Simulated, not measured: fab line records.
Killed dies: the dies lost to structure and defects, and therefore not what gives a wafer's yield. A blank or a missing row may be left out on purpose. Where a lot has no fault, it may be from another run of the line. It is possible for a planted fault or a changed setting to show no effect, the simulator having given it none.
fab line records    flow rit-cmos
record: lots: 14  wafers: 42  last-day: 7
route steps=202 shown ACTIVE@15 FOX2@24 PWELL@47 NRETRO@59 M1@202
lots with no fault: from the same line, run without faults
start-h: start of the lot's first displayed wafer, in hours after the record's first day    wait-h: how many hours have passed since the lot's step before this one    " unchanged from the row above    L1.1+2: several wafers, shown together as one row    - no value present, or no start provided    * or withheld: withheld    < > ~ a bound
route shown NAME@n: a module of which the file shows steps, and the number in the route of the first    usual: mean/standard deviation of fault-free wafers    same: alike in all rows    chamber/n: place in a boat    sites: the reading at each site    _std_site: their standard deviation    _edge_site: inner sites' mean taken away from outer sites' mean    radius-mm: for every site, how far away it sits from the centre of the wafer    mask NAME#n: copy n    behind: the last tool/chamber to shape the wafer    hold: reason for holding the lot/hours on hold/outcome of the hold    device: which transistor (n, p or np) failed to switch    end of line: the route-end tests of the same wafers    a step given without rows: its recipe and nothing more    killed: count of dies lost to structure and defects at first sort (not the wafer's yield)    map: per-die view of a wafer (x killed, . not killed, _ where there is no die)
set.NAME: the setting the step ran with; set.NAME@STEP: the setting that earlier step ran with    model.NAME: the simulator's own value behind a step, which no gauge read
route steps across a sampled set of lots; one table per step, one row per wafer
services: the hour from which a tool's chamber was out of use, counted from the record's first day as start-h (under 0 if before that day), plus the number of hours and why
== steps ==
step: RIT_ACTIVE_STRIP_14
recipe: chemistry: O2  time-s: 180  resist: NOVOLAK  platen-temp-c: withheld  power-w: 500  pressure-mtorr: 4000  o2-flow-sccm: 4000
usual: drypump-motor-current-A: 5.8/0.42  o2-flow-sccm: 3997/13
lot.wafer  tool             chamber  start-h  wait-h  drypump-motor-current-A  o2-flow-sccm  rf-hours-counter-h
L836.4     plasma-asher-04  1        15.11    0.1     5.8                      3996          -
L836.5     "                0        "        "       6.4                      3997          -
L836.6     "                1        "        "       5.7                      4012          -
L838.1     plasma-asher-01  0        27.77    0.1     5.2                      3982          39
L838.5     "                1        "        "       6.1                      3983          -
L838.6     "                0        "        "       5.2                      3998          -
L839.2     plasma-asher-03  1        30.38    0.1     5.2                      3995          34
L839.4     "                1        "        "       5.2                      3992          -
L839.6     "                0        "        "       5.8                      4007          -
L840.2     plasma-asher-03  0        35.98    0.1     5.8                      4000          35
L840.4     "                1        "        "       5.2                      3983          -
L840.5     "                1        "        "       5.2                      3984          -
L842.1     plasma-asher-04  0        46.09    0.1     6.4                      3993          42
L842.3     "                1        "        "       5.8                      4022          -
L842.5     "                1        "        "       5.8                      4018          -
L845.3     plasma-asher-04  1        60.08    0.1     5.7                      4016          -
L845.5     "                0        "        "       6.4                      4011          -
L845.6     "                1        "        "       5.7                      3991          -
L848.1     plasma-asher-04  0        76.34    0.1     6.4                      4011          45
L848.4     "                0        "        "       6.4                      3979          -
L848.6     "                0        "        "       6.4                      4005          -
L850.1     plasma-asher-03  0        87.66    0.1     5.8                      3992          40
L850.5     "                0        "        "       5.8                      3981          -
L850.6     "                1        "        "       5.2                      4021          -
L852.1     plasma-asher-01  0        95.90    0.1     5.2                      3991          45
L852.2     "                1        "        "       6.1                      3998          45
L852.6     "                1        "        "       6.1                      4013          -
L855.1     plasma-asher-04  1        111.10   0.1     5.8                      3999          49
L855.2     "                0        "        "       6.4                      3999          49
L855.4     "                1        "        "       5.7                      4002          -
L856.2     plasma-asher-04  0        116.60   0.1     6.4                      3995          50
L856.4     "                0        "        "       6.4                      3992          -
L856.6     "                1        "        "       5.7                      4002          -
L857.1     plasma-asher-04  0        120.55   0.1     6.4                      3994          50
L857.4     "                0        "        "       6.4                      4000          -
L857.6     "                1        "        "       5.8                      4003          -
L858.1     plasma-asher-03  1        126.57   0.1     5.2                      3974          44
L858.2     "                0        "        "       5.8                      4012          44
L858.5     "                1        "        "       5.2                      3974          -
L859.2     plasma-asher-01  1        131.84   0.1     6.1                      4005          1
L859.3     "                1        "        "       6.1                      3971          -
L859.4     "                0        "        "       5.2                      4015          -
step: RIT_FOX2_THK_MEAS_01
recipe: reads: SiO2_of_FOX2_OXIDATION_00
usual: FOX2_OXIDE_THK: 352/5.5
lot.wafer  tool           chamber  start-h  wait-h  FOX2_OXIDE_THK[nm]
L836.4     film-metro-01  -        23.69    0.0     350
L836.5     "              -        "        "       356
L836.6     "              -        "        "       351
L838.1     film-metro-02  -        31.26    0.0     351
L838.5     "              -        "        "       346
L838.6     "              -        "        "       349
L839.2     film-metro-01  -        42.09    0.0     357
L839.4     "              -        "        "       354
L839.6     "              -        "        "       353
L840.2     film-metro-04  -        42.09    0.0     359
L840.4     "              -        "        "       348
L840.5     "              -        "        "       357
L842.1     film-metro-01  -        52.64    0.0     356
L842.3     "              -        "        "       354
L842.5     "              -        "        "       353
L845.3     film-metro-02  -        66.11    0.0     353
L845.5     "              -        "        "       346
L845.6     "              -        "        "       358
L848.1     film-metro-01  -        82.79    0.0     352
L848.4     "              -        "        "       350
L848.6     "              -        "        "       349
L850.1     film-metro-01  -        92.72    0.0     350
L850.5     "              -        "        "       347
L850.6     "              -        "        "       349
L852.1     film-metro-01  -        101.29   0.0     350
L852.2     "              -        "        "       356
L852.6     "              -        "        "       351
L855.1     film-metro-04  -        116.86   0.0     355
L855.2     "              -        "        "       347
L855.4     "              -        "        "       352
L856.2     film-metro-01  -        122.40   0.0     351
L856.4     "              -        "        "       353
L856.6     "              -        "        "       357
L857.1     film-metro-04  -        126.10   0.0     350
L857.4     "              -        "        "       354
L857.6     "              -        "        "       355
L858.1     film-metro-01  -        130.24   0.0     340
L858.2     "              -        "        "       339
L858.5     "              -        "        "       340
L859.2     film-metro-01  -        138.62   0.0     354
L859.3     "              -        "        "       353
L859.4     "              -        "        "       355
step: RIT_PWELL_IMPLANT_08
recipe: species: B  energy-kev: 170  dose-cm2: 7e+13  tilt-deg: 7
usual: beam-on-s: 9.97/0.2  faraday-current-uA: 223/4.5
lot.wafer  tool          chamber  start-h  wait-h  beam-on-s  faraday-current-uA
L836.4     implanter-02  0        27.82    0.2     9.77       227
L836.5     "             0        "        "       10.07      221
L836.6     "             0        "        "       9.72       228
L838.1     implanter-01  0        35.04    0.2     10.11      220
L838.5     "             0        "        "       9.60       231
L838.6     "             0        "        "       10.05      221
L840.2     implanter-03  0        45.88    0.2     9.87       225
L840.4     "             0        "        "       10.12      219
L840.5     "             0        "        "       10.23      217
L839.2     implanter-02  0        46.23    0.2     10.07      219
L839.4     "             0        "        "       9.91       223
L839.6     "             0        "        "       9.45       235
L842.1     implanter-03  0        56.42    0.2     8.79       253
L842.3     "             0        "        "       8.79       252
L842.5     "             0        "        "       8.94       248
L845.3     implanter-03  0        69.92    0.2     9.03       245
L845.5     "             0        "        "       9.00       245
L845.6     "             0        "        "       8.98       247
L848.1     implanter-01  0        86.57    0.2     9.83       226
L848.4     "             0        "        "       10.08      220
L848.6     "             0        "        "       10.11      220
L850.1     implanter-02  0        96.48    0.2     9.76       229
L850.5     "             0        "        "       9.85       225
L850.6     "             0        "        "       10.25      216
L852.1     implanter-02  0        104.97   0.2     10.06      221
L852.2     "             0        "        "       10.03      221
L852.6     "             0        "        "       10.16      219
L855.1     implanter-01  0        120.70   0.2     10.07      220
L855.2     "             0        "        "       9.89       225
L855.4     "             0        "        "       9.79       226
L856.2     implanter-02  0        126.27   0.2     9.78       227
L856.4     "             0        "        "       9.75       229
L856.6     "             0        "        "       10.12      220
L857.1     implanter-03  0        130.26   0.2     10.06      221
L857.4     "             0        "        "       9.87       225
L857.6     "             0        "        "       9.87       225
L858.1     implanter-02  0        134.09   0.2     9.91       224
L858.2     "             0        "        "       9.92       224
L858.5     "             0        "        "       10.00      223
L859.2     implanter-03  0        142.49   0.2     9.93       224
L859.3     "             0        "        "       10.28      216
L859.4     "             0        "        "       10.25      217
step: RIT_PWELL_TW_MEAS_10
usual: PWELL_TW: 955/6.2
lot.wafer  tool           chamber  start-h  wait-h  PWELL_TW
L836.4     film-metro-03  -        28.10    0.1     953
L836.5     "              -        "        "       955
L836.6     "              -        "        "       962
L838.1     film-metro-01  -        35.36    0.1     957
L838.5     "              -        "        "       955
L838.6     "              -        "        "       958
L840.2     film-metro-01  -        46.19    0.1     956
L840.4     "              -        "        "       958
L840.5     "              -        "        "       952
L839.2     film-metro-02  -        46.54    0.1     947
L839.4     "              -        "        "       958
L839.6     "              -        "        "       942
L842.1     film-metro-03  -        56.74    0.1     931
L842.3     "              -        "        "       929
L842.5     "              -        "        "       924
L845.3     film-metro-01  -        70.21    0.1     935
L845.5     "              -        "        "       937
L845.6     "              -        "        "       940
L848.1     film-metro-01  -        86.89    0.1     949
L848.4     "              -        "        "       958
L848.6     "              -        "        "       963
L850.1     film-metro-03  -        96.80    0.1     952
L850.5     "              -        "        "       951
L850.6     "              -        "        "       948
L852.1     film-metro-03  -        105.30   0.1     948
L852.2     "              -        "        "       947
L852.6     "              -        "        "       945
L855.1     film-metro-01  -        121.03   0.1     956
L855.2     "              -        "        "       953
L855.4     "              -        "        "       955
L856.2     film-metro-02  -        126.58   0.1     954
L856.4     "              -        "        "       950
L856.6     "              -        "        "       953
L857.1     film-metro-01  -        130.58   0.1     950
L857.4     "              -        "        "       952
L857.6     "              -        "        "       960
L858.1     film-metro-01  -        134.42   0.1     956
L858.2     "              -        "        "       957
L858.5     "              -        "        "       957
L859.2     film-metro-02  -        142.80   0.1     951
L859.3     "              -        "        "       956
L859.4     "              -        "        "       955
step: RIT_WELLDRIVE_RS_MEAS_02
recipe: thk-meas-gauge: four-point-probe
usual: PWELL_RS: 429.9/1.3
lot.wafer  tool           chamber  start-h  wait-h  PWELL_RS[ohm/sq]
L836.4     film-metro-02  -        33.39    0.1     431.7
L836.5     "              -        "        "       430.1
L836.6     "              -        "        "       429.8
L838.1     film-metro-01  -        43.87    0.1     427.9
L838.5     "              -        "        "       429.0
L838.6     "              -        "        "       429.1
L840.2     film-metro-03  -        51.47    0.1     429.3
L840.4     "              -        "        "       430.2
L840.5     "              -        "        "       431.0
L839.2     film-metro-02  -        51.95    0.1     430.5
L839.4     "              -        "        "       430.8
L839.6     "              -        "        "       429.2
L842.1     film-metro-02  -        62.51    0.1     462.9
L842.3     "              -        "        "       463.9
L842.5     "              -        "        "       463.7
L845.3     film-metro-01  -        78.09    0.1     458.2
L845.5     "              -        "        "       459.8
L845.6     "              -        "        "       457.3
L848.1     film-metro-01  -        94.62    0.1     430.8
L848.4     "              -        "        "       428.9
L848.6     "              -        "        "       428.4
L850.1     film-metro-03  -        103.72   0.1     430.0
L850.5     "              -        "        "       429.5
L850.6     "              -        "        "       430.0
L852.1     film-metro-02  -        112.00   0.1     431.7
L852.2     "              -        "        "       431.6
L852.6     "              -        "        "       431.4
L855.1     film-metro-02  -        127.34   0.1     430.5
L855.2     "              -        "        "       429.4
L855.4     "              -        "        "       427.2
L856.2     film-metro-02  -        132.44   0.1     430.2
L856.4     "              -        "        "       432.2
L856.6     "              -        "        "       431.4
L857.1     film-metro-01  -        135.85   0.1     430.8
L857.4     "              -        "        "       431.3
L857.6     "              -        "        "       430.2
L858.1     film-metro-03  -        141.12   0.1     430.3
L858.2     "              -        "        "       429.8
L858.5     "              -        "        "       431.3
L859.2     film-metro-03  -        148.07   0.1     430.0
L859.3     "              -        "        "       430.9
L859.4     "              -        "        "       431.0
step: RIT_NRETRO_OVL_MEAS_06
usual: NRETRO_OVL: 0.8/1.2
lot.wafer  tool        chamber  start-h  wait-h  NRETRO_OVL[nm]
L836.4     overlay-02  -        34.35    -       1.9
L836.5     "           -        "        "       1.3
L836.6     "           -        "        "       4.3
L838.1     overlay-02  -        45.00    -       -1.2
L838.5     "           -        "        "       -0.2
L838.6     "           -        "        "       -0.4
L840.2     overlay-02  -        52.45    -       -0.3
L840.4     "           -        "        "       -1.0
L840.5     "           -        "        "       -0.6
L839.2     overlay-01  -        53.06    -       -1.1
L839.4     "           -        "        "       0.0
L839.6     "           -        "        "       -0.3
L842.1     overlay-02  -        63.51    -       0.9
L842.3     "           -        "        "       -0.2
L842.5     "           -        "        "       2.8
L845.3     overlay-02  -        79.06    -       2.1
L845.5     "           -        "        "       0.5
L845.6     "           -        "        "       0.3
L848.1     overlay-02  -        95.62    -       0.8
L848.4     "           -        "        "       1.7
L848.6     "           -        "        "       0.0
L850.1     overlay-01  -        104.86   -       -0.3
L850.5     "           -        "        "       0.6
L850.6     "           -        "        "       2.1
L852.1     overlay-02  -        113.11   -       -0.5
L852.2     "           -        "        "       0.8
L852.6     "           -        "        "       1.0
L855.1     overlay-02  -        128.53   -       0.9
L855.2     "           -        "        "       0.4
L855.4     "           -        "        "       0.6
L856.2     overlay-01  -        133.70   -       2.2
L856.4     "           -        "        "       2.4
L856.6     "           -        "        "       0.7
L857.1     overlay-02  -        136.85   -       2.7
L857.4     "           -        "        "       0.4
L857.6     "           -        "        "       1.8
L858.1     overlay-02  -        142.35   -       2.6
L858.2     "           -        "        "       1.4
L858.5     "           -        "        "       1.5
L859.2     overlay-02  -        149.09   -       0.1
L859.3     "           -        "        "       1.2
L859.4     "           -        "        "       0.9
step: RIT_M1_PROBE_99
usual: killed_at_M0_to_M3: 0.0/0.12  killed-at-contacts: 0.0/0.22  killed-at-front-end: 6.5/2.8  killed-dies: 6.5/2.8  killed-open: 3.2/1.8  killed-short: 3.3/2
same: gross-dies: 264  killed_at_M4_up: 0  killed-at-back-side: 0  killed-at-other: 0
lot.wafer  tool       chamber  start-h  wait-h  killed_at_M0_to_M3  killed-at-contacts  killed-at-front-end  killed-dies  killed-open  killed-short
L840.2     prober-02  -        83.11    0.1     0                   0                   3                    3            1            2
L840.4     prober-02  -        83.21    0.2     0                   0                   9                    9            4            5
L840.5     prober-02  -        83.26    0.2     0                   0                   7                    7            4            3
L842.1     prober-01  -        95.31    0.1     0                   0                   2                    2            2            0
L842.3     prober-01  -        95.41    0.2     0                   0                   5                    5            3            2
L842.5     prober-01  -        95.51    0.2     0                   0                   4                    4            3            1
L845.3     prober-02  -        112.92   0.2     0                   0                   9                    9            5            4
L845.5     prober-02  -        113.02   0.2     0                   0                   4                    4            2            2
L845.6     prober-02  -        113.07   0.2     0                   0                   8                    8            4            4
L855.1     prober-02  -        158.73   0.1     0                   0                   5                    5            2            3
L855.2     prober-02  -        158.78   0.1     0                   0                   7                    7            3            4
L855.4     prober-02  -        158.88   0.2     0                   0                   6                    6            2            4
killed by level:class
L840.2 FOX2:geometric-particle:short=1 GATE:geometric-particle:short=1 GATE:geometric-particle:open=1
L840.4 FOX1:geometric-particle:open=2 REOX:geometric-particle:short=2 FOX2:geometric-particle:short=1 GATE:geometric-particle:short=1 GATE:geometric-particle:open=1 SILICIDE:geometric-particle:short=1 SILICIDE:geometric-particle:open=1
L840.5 GATE:geometric-particle:open=3 GATE:geometric-particle:short=2 FOX2:geometric-particle:short=1 SPACER:geometric-particle:open=1
L842.1 GATE:geometric-particle:open=2
L842.3 FOX1:geometric-particle:open=2 FOX1:geometric-particle:short=1 FOX2:geometric-particle:open=1 REOX:geometric-particle:short=1
L842.5 GATE:geometric-particle:open=2 FOX2:geometric-particle:short=1 SILICIDE:geometric-particle:open=1
L845.3 GATE:geometric-particle:short=4 GATE:geometric-particle:open=3 FOX1:geometric-particle:open=1 SPACER:geometric-particle:open=1
L845.5 GATE:geometric-particle:open=2 GATE:geometric-particle:short=1 SILICIDE:geometric-particle:short=1
L845.6 REOX:geometric-particle:open=3 FOX1:geometric-particle:short=2 FOX1:geometric-particle:open=1 REOX:geometric-particle:short=1 SILICIDE:geometric-particle:short=1
L855.1 REOX:geometric-particle:short=2 FOX1:geometric-particle:open=1 GATE:geometric-particle:short=1 REOX:geometric-particle:open=1
L855.2 GATE:geometric-particle:short=3 GATE:geometric-particle:open=2 REOX:geometric-particle:open=1 SPACER:geometric-particle:short=1
L855.4 REOX:geometric-particle:short=2 FOX1:geometric-particle:short=1 GATE:geometric-particle:open=1 GATE:geometric-particle:short=1 REOX:geometric-particle:open=1
== services ==
tool             chamber  start-h  hours  kind
plasma-asher-04  -        13.78    1.1    repair
implanter-02     -        19.99    3.6    pm
implanter-02     -        36.59    2.3    repair
implanter-03     -        42.50    3.2    pm
implanter-02     -        55.93    1.3    repair
plasma-asher-01  -        75.98    2.8    pm
implanter-01     -        78.59    2.9    repair
plasma-asher-03  -        102.96   1.5    repair
plasma-asher-01  -        108.75   9.0    pm
plasma-asher-01  0        108.75   9.0    vent-cycle
plasma-asher-01  1        108.75   9.0    vent-cycle
plasma-asher-01  0        117.75   -      clean
plasma-asher-01  1        117.75   -      clean
plasma-asher-01  -        123.57   7.8    repair
== key ==
first-sign: step: RIT_PWELL_IMPLANT_08  reading: faraday-current-uA  direction: up  sigmas: 5.7  usual: 223  struck: 248
effect: step: RIT_PWELL_IMPLANT_08  reading: beam-on-s  direction: down  sigmas: 5.2  usual: 9.97  struck: 8.92
effect: step: RIT_PWELL_TW_MEAS_10  reading: PWELL_TW  direction: down  sigmas: 3.7  usual: 955  struck: 933
effect: step: RIT_WELLDRIVE_RS_MEAS_02  reading: PWELL_RS  direction: up  sigmas: 24  usual: 429.9  struck: 461.0
met-at RIT_PWELL_IMPLANT_08
struck-lots L842,L845
tester-left-out L842,L845
not-acting-at RIT_ACTIVE_STRIP_14,RIT_FOX2_THK_MEAS_01,RIT_NRETRO_OVL_MEAS_06
onset-between 45.88 56.42
fault: kind: process-parameter-drift  tool: implanter-03  chamber: -  onset-h: 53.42  steps: RIT_PWELL_IMPLANT_08  channel: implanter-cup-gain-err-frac  offset: 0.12  shape: step  end-h: 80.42
tester-left-out: of these lots the tester's yield and bins aren't shown, on N5 and GAA mostly nor the transistor test; their killed dies are dies lost to structure and defects alone, not to doping, threshold or leakage, so they don't give the yield
